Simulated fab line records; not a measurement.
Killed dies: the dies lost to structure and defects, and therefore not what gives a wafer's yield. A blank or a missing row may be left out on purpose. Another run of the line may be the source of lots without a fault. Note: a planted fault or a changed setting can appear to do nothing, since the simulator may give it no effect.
Comparing a struck lot with a sound one :: flow berkeleyCmos170 :: 14 out of 331 route steps
Sound: the wafers L137.1, L137.4, L137.6. Wafers L127.2, L127.4, L127.6 were the ones struck. The cause is given at the end.
At each step with rows: each side's tool, then ch and its chambers, then its first start. Under that, the readings that differ: sound wafers :: struck wafers :: difference of the means :: sigmas: that difference in standard deviations of wafers without a fault.
alike: readings whose means differ by less than 2 such deviations, and words and numbers that are the same on both sides. not compared: withheld readings, readings that some wafer has no value for, bounds like >300 that may hide the same value, and numbers for which the record gives no deviation and whose values overlap.
Wherever a step has rows on one side only, a row that says differs or no value, or a row with sigmas, the two part there. Non-overlapping numbers with no deviation appear without sigmas and do not part them. Lack of a reading on every wafer of one side parts them only where that side has two or more wafers.

first, 4 steps without rows for these wafers: UCB170_NVT_SOFTBAKE_02 (time 60 s); UCB170_NVT_EXPOSE_03 (exposes mask PWELL, target cd 3000 nm); UCB170_NVT_PEB_04; UCB170_NVT_DEVELOP_05 (develop time 45 s).
UCB170_NVT_OVL_MEAS_06:
  sound on overlay-01, day 10 03:56; struck on overlay-02, day 7 19:17
  alike: NVT_OVL
then, 1 step without rows for these wafers: UCB170_NVT_IMPLANT_07.
UCB170_NVT_STRIP_08: strips in O2.
  sound on plasmaAsher-02 ch 1, day 10 04:07; struck on plasmaAsher-01 ch 0,1, day 7 19:28
  alike: chamberPressureMTorr, drypumpMotorCurrentA, oesProductAu, stripTimeToEndpointS
  not compared: rfHoursCounterH
UCB170_NVT_TW_MEAS_09:
  sound on filmMetro-02, day 10 04:13; struck on filmMetro-04, day 7 19:35
  alike: NVT_TW
then, 4 steps without rows for these wafers: UCB170_NVT_CLEAN_10 (cleans in SPM, time 600 s); UCB170_PVT_HMDS_00 (prime time 60 s); UCB170_PVT_COAT_01 (resist thk 900 nm); UCB170_PVT_SOFTBAKE_02 (time 60 s).
UCB170_PVT_EXPOSE_03: exposes mask NWELL, target cd 3000 nm.
  struck on krfScanner-01, day 7 22:34; sound on krfScanner-02 ch 0, day 10 06:05
  no value came back on the struck wafers for exposureDoseMJCm2, focusOffsetNm (nm); on the sound wafers exposureDoseMJCm2 reads 30.023 30.017 30.026
  alike: mask
then, 1 step without rows for these wafers: UCB170_PVT_PEB_04.

## WHERE THEY PART
Only at UCB170_PVT_EXPOSE_03, as far as this record shows.

WHY: what the simulator had put in
Beginning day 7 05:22, the whole step at UCB170_PVT_EXPOSE_03 was skipped on krfScanner-01. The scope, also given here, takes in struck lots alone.
